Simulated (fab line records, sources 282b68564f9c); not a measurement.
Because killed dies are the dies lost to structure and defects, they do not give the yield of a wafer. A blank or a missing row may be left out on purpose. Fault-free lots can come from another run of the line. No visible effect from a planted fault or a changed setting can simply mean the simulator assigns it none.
Split-lot trial    flow rit_cmos    23 wafers read across 5 lots, on a route 202 steps long

== ABOUT THE SPLIT ==
At RIT_CONTACT_CVD_00 (deposits SiO2 from TEOS, target thk 400 nm, time 61 s), the setting time_s was moved away from the recipe's 61 s on 4 of the 23 wafers read, by +8.1% to +10.0%. For the rest of the wafers, this setting stayed at what the recipe calls for.

Split to reading: the file shows no intervening step.

== THE READING ==
Values of CONTACT_TEOS_THK in nm from RIT_CONTACT_THK_MEAS_01. On this fab line, fault-free wafers typically give 402 nm with a standard deviation of 5.1 nm.

wafer   tool, chamber at the split  time_s as run, s  against the recipe  CONTACT_TEOS_THK, nm  against lot-mates on the recipe
L078.1  pecvd-03, 2                 61                recipe              401                   -
L078.2  pecvd-03, 1                 61                recipe              403                   -
L078.3  pecvd-03, 0                 61                recipe              395                   -
L078.4  pecvd-03, 2                 61                recipe              402                   -
L078.5  pecvd-03, 0                 61                recipe              403                   -
L079.1  pecvd-04, 1                 67.08             +10.0%              438                   +37
L079.2  pecvd-04, 2                 61                recipe              401                   -
L079.3  pecvd-04, 0                 61                recipe              398                   -
L079.4  pecvd-04, 0                 67.08             +10.0%              442                   +41
L079.5  pecvd-04, 2                 61                recipe              403                   -
L080.1  pecvd-02, 0                 65.92             +8.1%               424                   +24
L080.3  pecvd-02, 2                 65.92             +8.1%               432                   +32
L080.4  pecvd-02, 1                 61                recipe              402                   -
L080.5  pecvd-02, 0                 61                recipe              397                   -
L080.6  pecvd-02, 2                 61                recipe              402                   -
L083.1  pecvd-02, 1                 61                recipe              396                   -
L083.2  pecvd-02, 0                 61                recipe              393                   -
L083.3  pecvd-02, 2                 61                recipe              396                   -
L083.4  pecvd-02, 1                 61                recipe              404                   -
L083.5  pecvd-02, 0                 61                recipe              401                   -
L085.1  pecvd-04, 2                 61                recipe              398                   -
L085.5  pecvd-04, 0                 61                recipe              407                   -
L085.6  pecvd-04, 1                 61                recipe              410                   -

THE FIT
A straight line over all 23 wafers: CONTACT_TEOS_THK changes by +3.74 nm for each +1% of time_s; r = +0.95; the points scatter about the line by 4.3 nm.
The same after taking each lot's own level away (the mean of its wafers on the recipe; 23 wafers): +3.75 nm for each +1%; r = +0.96; scatter 3.7 nm.
Per that fit: largest time_s move, reading shift of 37 nm.
From 398.0 to 405.0 nm: that is the span of the lots' own levels, equal to 1.4 times the standard deviation above.
The two slopes are in agreement: the lot-to-lot level therefore moves the slope only a little.
Check: with one of the wafers moved furthest among these (+10.0%) left out of the fit, the line predicts +37.3 nm for it against its lot-mates. Against them it came out at +37.3 nm.

== OTHER SPLITS APPLIED TO THESE WAFERS ==
Other splits were also applied to these wafers ahead of the reading. Each is held against what the fit with the lots' levels taken away leaves over:
other split on the same wafers  wafers away from the commonest value  r with CONTACT_TEOS_THK (lot level and that fit taken away)
RIT_PSD_COAT_01 resist_thk_nm   7                                     +0.08
RIT_SILICIDE_SPUTTER_01 time_s  9                                     -0.27

== THE WHOLE CHAIN: every reading that the file lists as answering this split, in the file's order ==
step                     what it does                                                                 reading                                                                         change (the file's fit)               r (the file's)
RIT_CONTACT_CVD_00       deposits SiO2 from TEOS, target thk 400 nm, time 61 s                        SiO2_of_CONTACT_CVD_00.thk_nm (the simulator's own value, which no gauge read)  +3.75 nm for each +1% of the setting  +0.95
RIT_CONTACT_THK_MEAS_01                                                                               CONTACT_TEOS_THK                                                                +3.73 for each +1% of the setting     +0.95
RIT_CONTACT_ETCH_11      etches SiO2 in CHF3/CF4/Ar, stops on TiSi2, target depth 480 nm, time 320 s  CONTACT.feature_depth_nm (the simulator's own value, which no gauge read)       +3.75 nm for each +1% of the setting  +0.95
RIT_CONTACT_ETCH_11      etches SiO2 in CHF3/CF4/Ar, stops on TiSi2, target depth 480 nm, time 320 s  etch.depth_nm (the simulator's own value, which no gauge read)                  +3.75 nm for each +1% of the setting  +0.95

== THE FILE'S OWN FIT ==
CONTACT_TEOS_THK changes by +3.73 nm for each +1% of time_s, r = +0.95.
